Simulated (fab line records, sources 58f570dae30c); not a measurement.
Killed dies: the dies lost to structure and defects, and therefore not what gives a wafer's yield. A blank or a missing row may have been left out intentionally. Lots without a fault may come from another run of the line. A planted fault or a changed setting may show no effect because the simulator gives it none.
Comparing a struck lot with a sound one + flow berkeleyCmos170 + 15 out of 331 route steps
Sound: wafers L904.1, L904.2, L904.5. The struck wafers were L915.1, L915.3, L915.4. The cause is named last.
At each step with rows: each side's tool, then ch and its chambers, then its first start. Under that, the readings that differ: sound wafers + struck wafers + difference of the means + sigmas: that difference in standard deviations of wafers without a fault.
alike: a reading whose means differ by less than 2 such deviations, as well as words and numbers matching on both sides. not compared: withheld readings; readings where some wafer has no value; bounds like >300 that might hide an equal value; numbers whose values overlap and for which the record gives no deviation.
Wherever a step has rows on one side only, a row that says differs or no value, or a row with sigmas, the two part there. Numbers that don't overlap but have no deviation are shown without sigmas and don't part them. Lack of a reading on every wafer of one side parts them only where that side has two or more wafers.

UCB170_M1_RS_MEAS_01: the measuring method here is four-point-probe.
  sound on filmMetro-01, day 8 14:25; struck on filmMetro-04, day 11 08:34
  alike: M1_AL_RS
UCB170_M1_THK_MEAS_02: measures by xrf.
  sound on filmMetro-01, day 8 14:32; struck on filmMetro-04, day 11 08:41
  alike: M1_AL_THK
then, 6 steps without rows for these wafers: UCB170_M1_COAT_03; UCB170_M1_COAT_04 (resist thk 900 nm); UCB170_M1_SOFTBAKE_05 (time 60 s); UCB170_M1_EXPOSE_06 (exposes mask METAL1, target cd 700 nm); UCB170_M1_PEB_07; UCB170_M1_DEVELOP_08 (develop time 45 s).
UCB170_M1_CD_MEAS_09 targets a cd of 700 nm.
  sound on cdSem-01, day 8 15:47; struck on cdSem-01, day 11 10:10
  alike: cdNm
UCB170_M1_OVL_MEAS_10:
  sound on overlay-01, day 8 15:54; struck on overlay-01, day 11 10:17
  alike: M1_OVL
UCB170_M1_ETCH_11: etches BARC in N2/H2.
  sound on rieDiel-04 ch 0,2, day 8 15:56; struck on rieDiel-01 ch 0,2,3, day 11 10:19
  alike: chamberPressureMTorr, drypumpMotorCurrentA, oesProductAu, throttleValvePct
UCB170_M1_METAL_ETCH_12: etches Al in Cl2/BCl3, stops on PSG, target depth 780 nm, time 130 s.
  sound on rieMetal-02 ch 1, day 8 15:58; struck on rieMetal-02 ch 0,1, day 11 10:22
  alike: chamberPressureMTorr, drypumpMotorCurrentA, oesProductAu, throttleValvePct
  not compared: rfHoursCounterH
UCB170_M1_STRIP_13: strips in O2.
  sound on plasmaAsher-02 ch 0,1, day 8 16:14; struck on plasmaAsher-02 ch 0,1, day 11 10:29
| reading             | sound             | struck            | difference | sigmas |
|---------------------|-------------------|-------------------|------------|--------|
| oesProductAu (a.u.) | 0.714 0.719 0.721 | 0.664 0.663 0.664 | -0.054     | -12    |
| overashFraction     | 0.5 0.5 0.5       | 0.7 0.7 0.7       | +0.2       |        |
  alike: chamberPressureMTorr, drypumpMotorCurrentA
  not compared: rfHoursCounterH
UCB170_M1_CD_MEAS_90 targets a cd of 700 nm.
  sound on cdSem-01, day 8 16:20; struck on cdSem-01, day 11 10:35
  alike: cdNm
UCB170_M3_PROBE_99:
  the record has rows for the sound wafers here (prober-02, day 9 04:40) and none for the struck ones

## WHERE THEY PART
Last at UCB170_M3_PROBE_99 as far as this record goes, first at UCB170_M1_STRIP_13.

WHY: whatever the simulator had introduced
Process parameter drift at UCB170_M1_STRIP_13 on plasmaAsher-02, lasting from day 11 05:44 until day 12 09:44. A move of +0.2 in setting overashFraction, from 0.5. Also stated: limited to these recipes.
